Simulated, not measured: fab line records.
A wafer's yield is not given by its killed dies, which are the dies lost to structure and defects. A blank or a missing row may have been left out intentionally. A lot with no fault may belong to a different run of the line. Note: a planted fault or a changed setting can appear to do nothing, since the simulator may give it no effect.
Struck lot and sound lot, side by side | flow rit cmos | 17 out of 202 route steps
Sound: wafers L706.3, L706.4, L706.5. Struck: wafer L719.3 (left out: L719.4, L719.6 of the same lot, which were not struck); the cause appears at the end.
For every step that has rows: the tool of each side, followed by ch and its chambers, followed by its first start. Under that, the readings that differ: sound wafers | struck wafers | difference of the means | sigmas: that difference in standard deviations of wafers without a fault.
alike: a reading whose means differ by less than 2 such deviations, as well as words and numbers matching on both sides. not compared: withheld readings; readings where some wafer has no value; bounds like >300 that might hide an equal value; numbers whose values overlap and for which the record gives no deviation.
Wherever a step has rows on one side only, a row that says differs or no value, or a row with sigmas, the two part there. Numbers that don't overlap but have no deviation are shown without sigmas and don't part them. A reading missing from all wafers of one side parts the sides only when that side holds two or more wafers.

first, 1 step without rows for these wafers: RIT_PSD_IMPLANT_08.
RIT_PSD_STRIP_09: strips in O2, time 180 s.
  sound on plasma asher-03 ch 0,1, day 3 14:49; struck on plasma asher-03 ch 0, day 6 12:58
  alike: drypump motor current A
  not compared: rf hours counter h
RIT_PSD_TW_MEAS_10:
  sound on film metro-01, day 3 14:57; struck on film metro-02, day 6 13:05
  alike: PSD_TW
then, 3 steps without rows for these wafers: RIT_SDANNEAL_CLEAN_00 (cleans in SC1, time 600 s); RIT_SDANNEAL_CLEAN_01 (cleans in dHF, time 30 s); RIT_SDANNEAL_CLEAN_02 (cleans in SC2, time 600 s).
RIT_SDANNEAL_RTA_03: time 5 s.
  sound on rtp anneal-02 ch 0, day 3 15:23; struck on rtp anneal-02 ch 0, day 6 13:31
  alike: ramp up c per s, wafer_temp_C_max
RIT_SDANNEAL_RS_MEAS_04: measures by four-point-probe.
  sound on film metro-02, day 3 15:28; struck on film metro-01, day 6 13:36
  alike: PSD_RS
RIT_SDANNEAL_RS_MEAS_05: measures by four-point-probe.
  sound on film metro-02, day 3 15:35; struck on film metro-01, day 6 13:43
  alike: NSD_RS
RIT_SDANNEAL_RS_MEAS_06: measures by four-point-probe.
  sound on film metro-02, day 3 15:42; struck on film metro-01, day 6 13:50
  alike: PLDD_RS
RIT_SDANNEAL_RS_MEAS_07: measures by four-point-probe.
  sound on film metro-02, day 3 15:49; struck on film metro-01, day 6 13:58
  alike: NLDD_RS
then, 1 step without rows for these wafers: RIT_SILICIDE_WET_ETCH_00 (etches SiO2 in BOE, target depth 14 nm, time 15 s).
RIT_SILICIDE_SPUTTER_01: material Ti, target thk 30 nm, time 240 s.
  sound on pvd sputter-02, day 3 15:55; struck on pvd sputter-03, day 6 14:03
  reading                                     | sound                | struck | difference | sigmas
  cathode dc power W (W)                      | 349.96 349.96 349.94 | 377.43 | +27.48     | +99 or more
  model.Ti_of_SILICIDE_SPUTTER_01.thk nm (nm) | 29.69 30.02 29.83    | 32.66  | +2.81      |
  alike: throttle valve pct
RIT_SILICIDE_RS_MEAS_02: measures by four-point-probe.
  sound on film metro-03, day 3 16:06; struck on film metro-03, day 6 14:14
  reading                 | sound          | struck | difference | sigmas
  SILICIDE_TI_RS (ohm/sq) | 48.5 47.8 48.3 | 43.0   | -5.2       | -9
RIT_SILICIDE_THK_MEAS_03: measures by xrf.
  sound on film metro-03, day 3 16:12; struck on film metro-03, day 6 14:20
  reading              | sound          | struck | difference | sigmas
  SILICIDE_TI_THK (nm) | 29.1 29.4 29.2 | 31.7   | +2.5       | +8
RIT_SILICIDE_RTA_04: time 10 s, ramp up 5 s, ramp down 5 s.
  sound on rtp anneal-01 ch 0, day 3 16:16; struck on rtp anneal-02 ch 0, day 6 14:24
  reading          | sound             | struck | difference | sigmas
  wafer_temp_C_max | 655.5 655.4 655.6 | 652.3  | -3.2       | -4
RIT_M1_PROBE_99:
  sound on prober-01, day 3 23:01; struck on prober-02, day 7 00:12
  reading                              | sound             | struck | difference | sigmas
  model.etest.contact pplus.end ohm um | 43.05 44.33 44.31 | 45.97  | +2.07      |
  model.etest.contact nplus.end ohm um | 41.74 40.97 41.81 | 45.19  | +3.68      |
  model.etest.npoly line.rs ohm sq     | 17.02 17.01 17.04 | 15.98  | -1.04      |
  model.etest.ppoly line.rs ohm sq     | 16.48 16.47 16.52 | 15.48  | -1.01      |
  model.etest.npoly sal.rs ohm sq      | 4.405 4.42 4.419  | 4.056  | -0.359     |
  model.etest.ppoly sal.rs ohm sq      | 4.384 4.363 4.367 | 4.024  | -0.347     |
  model.etest.pplus sal.rs ohm sq      | 4.412 4.374 4.364 | 4.02   | -0.36      |
  model.etest.nplus sal.rs ohm sq      | 4.375 4.344 4.36  | 3.983  | -0.377     |
  alike: killed at contacts, killed at front end, killed dies, killed open, killed short

## WHERE THEY PART
First at RIT_SILICIDE_SPUTTER_01; last, within this record, at RIT_SILICIDE_RTA_04. Later steps at which nothing parts them and some readings are alike: RIT_M1_PROBE_99.

WHY: the cause the simulator had injected
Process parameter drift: pvd sputter-03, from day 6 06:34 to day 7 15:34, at RIT_SILICIDE_SPUTTER_01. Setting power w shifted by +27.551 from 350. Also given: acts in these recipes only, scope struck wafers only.
